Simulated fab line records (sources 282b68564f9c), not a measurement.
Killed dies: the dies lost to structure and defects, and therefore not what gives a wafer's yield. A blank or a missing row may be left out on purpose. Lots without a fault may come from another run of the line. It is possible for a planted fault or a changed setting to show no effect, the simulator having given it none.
fab line records    flow rit-cmos
record lots=6  wafers=18  last-day=7
route steps=202 shown GATE@83
lots that met no fault: taken from a fault-free run of the same line
start-h: start of the lot's first displayed wafer, in hours after the record's first day    wait-h: hours since the lot's step before    " identical to the entry in the row above    L1.1+2: a row that stands for several wafers    - either no value or no given start    * or withheld: withheld    < > ~ a bound
route shown NAME@n: a module of which the file shows steps, and the number in the route of the first    usual: the fault-free wafers' mean and standard deviation    same: alike in all rows    chamber/n: place in a boat    sites: per-site readings    _std_site: the values' standard deviation    _edge_site: the outer-site mean with the inner-site mean subtracted    radius-mm: how far each site lies from the wafer's centre    mask NAME#n: copy n    behind: the most recent tool/chamber to have shaped the wafer    hold: why the lot was held/for how many hours/how that ended    device: the n, p or np transistor that did not switch    end of line: tests run on the same wafers once the route is complete    a step given without rows: its recipe and nothing more    killed: dies that structure and defects cost at the first sort, which is not the same as the wafer's yield    map: a wafer's dies, x killed, . not, _ none there
set.NAME: setting as actually run; set.NAME@STEP: the setting as run at that earlier step    model.NAME: the simulator's own value behind a step, which no gauge read
lots at selected steps of the route; one table per step, one row per wafer
services: from which hour (start-h, from the record's first day; less than 0 if before it) a tool's chamber was out of use, for how many hours, and why
## steps
# step RIT_GATE_THK_MEAS_07
# recipe reads=SiO2_of_GATE_OXIDATION_05
# usual GATE_OXIDE_THK=3.01/0.067
lot.wafer  tool           chamber  start-h  wait-h  GATE_OXIDE_THK[nm]
L337.3     film-metro-01  -        78.40    0.0     2.98
L337.4     "              -        "        "       2.98
L337.5     "              -        "        "       2.99
L338.1     film-metro-03  -        83.60    0.0     2.98
L338.2     "              -        "        "       2.98
L338.6     "              -        "        "       2.94
L339.1     film-metro-03  -        89.69    0.0     2.95
L339.3     "              -        "        "       2.97
L339.5     "              -        "        "       3.10
L347.4     film-metro-04  -        128.43   0.0     3.04
L347.5     "              -        "        "       3.05
L347.6     "              -        "        "       3.02
L348.2     film-metro-03  -        133.59   0.0     3.01
L348.5     "              -        "        "       3.12
L348.6     "              -        "        "       3.08
L349.2     film-metro-04  -        138.64   0.0     3.02
L349.5     "              -        "        "       3.03
L349.6     "              -        "        "       2.98
# step RIT_GATE_CVD_08
# recipe material=poly-Si  target-thk-nm=250  temp-c=610  precursor=SiH4  time-s=2220  pressure-mtorr=300  sih4-flow-sccm=100
# step RIT_GATE_THK_MEAS_09
# recipe reads=poly-Si_of_GATE_CVD_08
# usual GATE_POLY_THK=249.7/2.1
lot.wafer  tool           chamber  start-h  wait-h  GATE_POLY_THK[nm]
L337.3     film-metro-04  -        80.08    0.0     247.7
L337.4     "              -        "        "       249.7
L337.5     "              -        "        "       249.6
L338.1     film-metro-01  -        85.27    0.0     249.7
L338.2     "              -        "        "       250.7
L338.6     "              -        "        "       249.2
L339.1     film-metro-01  -        91.37    0.0     251.8
L339.3     "              -        "        "       249.1
L339.5     "              -        "        "       251.7
L347.4     film-metro-03  -        130.18   0.0     249.7
L347.5     "              -        "        "       247.4
L347.6     "              -        "        "       247.1
L348.2     film-metro-04  -        135.26   0.0     248.8
L348.5     "              -        "        "       249.2
L348.6     "              -        "        "       248.0
L349.2     film-metro-03  -        140.32   0.0     251.7
L349.5     "              -        "        "       250.5
L349.6     "              -        "        "       250.0
# step RIT_GATE_HMDS_10
# recipe prime-time-s=60  prime-temp-c=140
# step RIT_GATE_COAT_11
# recipe resist=NOVOLAK  spin-rpm=4250  resist-thk-nm=850
# step RIT_GATE_SOFTBAKE_12
# recipe resist=NOVOLAK  temp-c=90  time-s=60
# step RIT_GATE_EXPOSE_13
# recipe mask-id=M6  na=0.6  source-shape=conventional  sigma-outer=0.6  target-cd-nm=150  dose-mj=380
# step RIT_GATE_PEB_14
# recipe resist=NOVOLAK  temp-c=withheld  time-s=withheld
# step RIT_GATE_DEVELOP_15
# recipe resist=NOVOLAK  develop-time-s=50  dev-temp-c=23
# step RIT_GATE_CD_MEAS_16
# recipe target-cd-nm=150
# usual cd-nm=151.2/2.5
lot.wafer  tool       chamber  start-h  wait-h  cd-nm
L337.3     cd-sem-01  -        81.00    -       151.7
L337.4     "          -        "        "       152.4
L337.5     "          -        "        "       152.4
L338.1     cd-sem-02  -        86.40    -       152.7
L338.2     "          -        "        "       153.2
L338.6     "          -        "        "       152.7
L339.1     cd-sem-02  -        92.37    -       148.9
L339.3     "          -        "        "       152.1
L339.5     "          -        "        "       147.7
L347.4     cd-sem-02  -        131.36   -       148.8
L347.5     "          -        "        "       151.0
L347.6     "          -        "        "       150.1
L348.2     cd-sem-02  -        136.18   -       150.4
L348.5     "          -        "        "       152.5
L348.6     "          -        "        "       149.4
L349.2     cd-sem-01  -        141.36   -       150.5
L349.5     "          -        "        "       150.3
L349.6     "          -        "        "       151.9
# step RIT_GATE_OVL_MEAS_17
# usual GATE_OVL=-0.7/1.2
lot.wafer  tool        chamber  start-h  wait-h  GATE_OVL[nm]
L337.3     overlay-01  -        81.10    0.1     -0.8
L337.4     "           -        "        "       -1.4
L337.5     "           -        "        "       -1.6
L338.1     overlay-01  -        86.52    0.1     -1.4
L338.2     "           -        "        "       0.5
L338.6     "           -        "        "       -0.8
L339.1     overlay-01  -        92.49    0.1     -1.4
L339.3     "           -        "        "       -0.3
L339.5     "           -        "        "       -1.7
L347.4     overlay-02  -        131.44   0.1     -1.5
L347.5     "           -        "        "       1.4
L347.6     "           -        "        "       -1.6
L348.2     overlay-01  -        136.29   0.1     -0.1
L348.5     "           -        "        "       -0.6
L348.6     "           -        "        "       0.2
L349.2     overlay-02  -        141.47   0.1     -1.3
L349.5     "           -        "        "       -1.0
L349.6     "           -        "        "       -1.2
# step RIT_GATE_HARDBAKE_18
# recipe resist=NOVOLAK  temp-c=140  time-s=60
# step RIT_GATE_ETCH_19
# recipe chemistry=SF6/CHF3/O2  time-s=165  SF6_flow_sccm=30  CHF3_flow_sccm=30  O2_flow_sccm=5  target=poly-Si  pressure-mtorr=40  rf-w=160  target-depth-a=3125  over-etch-frac=0.25  stop-on=SiO2
# usual CHF3_flow_sccm=30.00/0.09  O2_flow_sccm=4.998/0.015  drypump-motor-current-A=5.6/0.38  oes-product-au=0.840/0.0089  throttle-valve-pct=10.24/0.18
lot.wafer  tool       chamber  start-h  wait-h  CHF3_flow_sccm  O2_flow_sccm  drypump-motor-current-A  oes-product-au  rf-hours-counter-h  throttle-valve-pct  model.NOVOLAK_of_GATE_COAT_11.thk-nm  model.SiO2_of_FOX2_OXIDATION_00.thk-nm
L337.3     rie-si-02  2        81.42    0.1     29.96           5.028         5.4                      0.838           145                 9.98                670                                   238.7
L337.4     "          2        "        "       29.83           5.006         5.4                      0.837           -                   9.98                668.8                                 246.4
L337.5     "          1        "        "       29.89           4.996         5.6                      0.852           -                   10.47               670.1                                 244
L338.1     rie-si-01  3        86.82    0.1     -               -             -                        -               -                   -                   752.9                                 256.2
L338.2     "          1        "        "       -               -             -                        -               -                   -                   753.7                                 258.5
L338.6     "          1        "        "       -               -             -                        -               -                   -                   753.9                                 257.8
L339.1     rie-si-02  2        92.67    0.1     -               -             -                        -               -                   -                   750.1                                 254.8
L339.3     "          3        "        "       -               -             -                        -               -                   -                   751.7                                 256.8
L339.5     "          3        "        "       -               -             -                        -               -                   -                   750                                   254
L347.4     rie-si-02  1        131.61   0.1     29.89           4.987         5.6                      0.848           2                   10.48               671.8                                 258.4
L347.5     "          2        "        "       30.05           4.991         5.4                      0.830           -                   9.98                668.7                                 253.2
L347.6     "          1        "        "       29.86           5.004         5.6                      0.844           -                   10.48               670.1                                 258
L348.2     rie-si-01  2        136.47   0.1     29.94           4.990         5.7                      0.828           3                   10.33               669.3                                 238.5
L348.5     "          1        "        "       29.88           4.996         5.3                      0.844           -                   10.49               667.4                                 247.6
L348.6     "          0        "        "       30.14           4.999         4.8                      0.825           -                   10.19               668.9                                 239.8
L349.2     rie-si-02  1        141.65   0.1     30.07           5.006         5.6                      0.856           2                   10.48               666.9                                 235.2
L349.5     "          2        "        "       30.09           4.980         5.4                      0.835           -                   9.98                668.9                                 235.6
L349.6     "          1        "        "       29.99           5.024         5.6                      0.855           -                   10.49               672.9                                 234.2
# step RIT_GATE_STRIP_20
# recipe chemistry=O2  time-s=180  resist=NOVOLAK  platen-temp-c=withheld  power-w=500  pressure-mtorr=4000  o2-flow-sccm=4000
# usual drypump-motor-current-A=5.8/0.37
lot.wafer  tool             chamber  start-h  wait-h  drypump-motor-current-A  rf-hours-counter-h
L337.3     plasma-asher-01  0        81.59    0.1     5.5                      -
L337.4     "                1        "        "       5.5                      -
L337.5     "                0        "        "       5.5                      -
L338.1     plasma-asher-03  0        86.93    0.1     5.7                      29
L338.2     "                1        "        "       5.6                      29
L338.6     "                0        "        "       5.7                      -
L339.1     plasma-asher-03  1        92.78    0.1     5.7                      30
L339.3     "                1        "        "       5.6                      -
L339.5     "                0        "        "       5.7                      -
L347.4     plasma-asher-04  1        131.77   0.1     6.1                      -
L347.5     "                0        "        "       6.6                      -
L347.6     "                1        "        "       6.1                      -
L348.2     plasma-asher-04  0        136.58   0.1     6.6                      2
L348.5     "                1        "        "       6.2                      -
L348.6     "                0        "        "       6.6                      -
L349.2     plasma-asher-04  0        141.76   0.1     6.6                      3
L349.5     "                0        "        "       6.6                      -
L349.6     "                1        "        "       6.2                      -
# step RIT_GATE_CD_MEAS_90
# recipe target-cd-nm=150
# usual cd-nm=151.2/2.5
lot.wafer  tool       chamber  start-h  wait-h  cd-nm
L337.3     cd-sem-01  -        81.74    0.1     151.5
L337.4     "          -        "        "       151.8
L337.5     "          -        "        "       152.3
L338.1     cd-sem-02  -        87.10    0.1     -
L338.2     "          -        "        "       -
L338.6     "          -        "        "       -
L339.1     cd-sem-02  -        92.96    0.1     -
L339.3     "          -        "        "       -
L339.5     "          -        "        "       -
L347.4     cd-sem-01  -        131.95   0.1     148.9
L347.5     "          -        "        "       151.0
L347.6     "          -        "        "       150.1
L348.2     cd-sem-02  -        136.77   0.1     150.5
L348.5     "          -        "        "       152.4
L348.6     "          -        "        "       149.3
L349.2     cd-sem-01  -        141.95   0.1     150.6
L349.5     "          -        "        "       150.0
L349.6     "          -        "        "       151.7
## services
tool             chamber  start-h  hours  kind
rie-si-02        3        60.33    -      clean
rie-si-02        3        60.33    28.1   scheduled-down
rie-si-02        3        60.33    28.1   vent-cycle
rie-si-02        1        90.28    1.9    repair
rie-si-02        1        98.12    23.4   repair
plasma-asher-01  -        106.44   15.6   pm
plasma-asher-04  -        108.75   9.0    pm
plasma-asher-04  0        108.75   9.0    vent-cycle
plasma-asher-04  1        108.75   9.0    vent-cycle
plasma-asher-04  0        117.75   -      clean
plasma-asher-04  1        117.75   -      clean
rie-si-01        -        120.46   2.8    pm
rie-si-01        3        128.29   -      clean
rie-si-01        3        128.29   16.4   scheduled-down
rie-si-01        3        128.29   16.4   vent-cycle
plasma-asher-01  -        131.99   10.1   repair
## key
first-sign step=RIT_GATE_ETCH_19  reading=tool-record  direction=missing
effect step=RIT_GATE_CD_MEAS_90  reading=cd-nm  direction=missing
model-effect step=RIT_GATE_ETCH_19  value=NOVOLAK_of_GATE_COAT_11.thk-nm  without=668.1  struck=752
met-at RIT_GATE_ETCH_19
struck-wafers L338.1,L338.2,L338.6,L339.1,L339.3,L339.5
later-rows-left-out L338.1,L338.2,L338.6,L339.1,L339.3,L339.5
sort-left-out L338.1,L338.2,L338.6,L339.1,L339.3,L339.5
tester-left-out L338,L339
onset-between 81.42 86.82
fault kind=skipped-step-whole  tool=rie-si-01,rie-si-02  chamber=-  onset-h=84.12  steps=RIT_GATE_ETCH_19  scope=struck-lots-only
# tester-left-out: of these lots the tester's yield and bins aren't shown, on N5 and GAA mostly nor the transistor test; their killed dies are dies lost to structure and defects alone, not to doping, threshold or leakage, so they don't give the yield
# sort-left-out: the simulated sort isn't trusted on such a fault, so these wafers' sort isn't shown, and their yield isn't known
# later-rows-left-out: the simulator's readings of these wafers behind a module that went badly wrong aren't trusted and aren't shown, but for the sort
